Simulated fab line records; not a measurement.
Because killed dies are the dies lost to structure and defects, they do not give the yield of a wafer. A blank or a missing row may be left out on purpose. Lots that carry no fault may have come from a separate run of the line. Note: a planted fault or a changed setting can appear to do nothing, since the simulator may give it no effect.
Code-filled problem report in 8D (eight disciplines) form :: flow berkeleyCmos170 :: the parts of the form that need people (team, actions taken, sign-off) are left out

## 1. WHAT WENT WRONG
tiltDeg at UCB170_PLDD_IMPLANT_08 reads a mean of 7.990 degrees on 6 wafers of 2 lots; wafers without a fault read 7.000 degrees with a standard deviation of 0.02. That is +50 standard deviations from the usual mean.
First seen on wafer L904.2, day 10 14:56, on implanter-04. Wafers with a number at this step in the record: 42, from 14 lots. The rule behind "out" and "out of limits": a value lying over 4 standard deviations away from the usual mean. All remaining wafers that have a number are taken as sound.

## 2. WHAT IT IS; WHAT IT IS NOT
question: which readings at this step
is: tiltDeg
is not: -

question: which lots
is: L904, L905
is not: L889, L890, L891, L893, L894, L896, L897, L901, L907, L908, L910, L911

question: which wafers of those lots
is: all that have a number
is not: -

question: read on which tools
is: implanter-04
is not: implanter-02, implanter-03

question: when
is: from day 10 14:56
is not: up to then (24 sound wafers); but 12 sound wafers of L907, L908, L910, L911 came after

## 3. SUSPECTS, AND WHAT RULES EACH OUT
Counting: a tool at a process step up to the reading stays a suspect if it ran every lot that is out and no sound lot after the first of them.
- implanter-04 at UCB170_PLDD_IMPLANT_08: kept. It ran every lot that is out, first L904 (day 10 14:56), and no sound lot after that; its last sound lot up to then is L901 (day 9 22:01). Its own tiltDeg readings are out on those wafers.
The count leaves implanter-04 at UCB170_PLDD_IMPLANT_08.

## 4. THE CAUSE (what the simulator had put in)
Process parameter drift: implanter-04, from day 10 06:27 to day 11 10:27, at UCB170_PLDD_IMPLANT_08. Setting tiltDeg shifted by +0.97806 from 7. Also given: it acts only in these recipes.
Only this tool survived the counting.

## 5. THE EFFECT CHAIN, in route order
Each row: a reading where the mean over the struck wafers with a number is more than 3 standard deviations away from the usual. Scope: only readings with a usual standard deviation given in the record; hours: median across lots of the time from each lot's start at the first step in this table that gives one to its start at this step; sigmas: change in usual standard deviations.
hours: 0
step: UCB170_PLDD_IMPLANT_08
reading: tiltDeg
usual: 7.000 degrees
on struck wafers: 7.990
change: +0.990
sigmas: +50
It contains these process steps:
- UCB170_PLDD_IMPLANT_08
Readings that are blank on the struck wafers while sound wafers have them: PLDD_RS at UCB170_SDANNEAL_RS_MEAS_04.

## 6. WHAT WOULD HAVE CAUGHT IT SOONER
First out-of-limits reading in this record: day 10 14:56, which is 8 hours after fault onset at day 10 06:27.
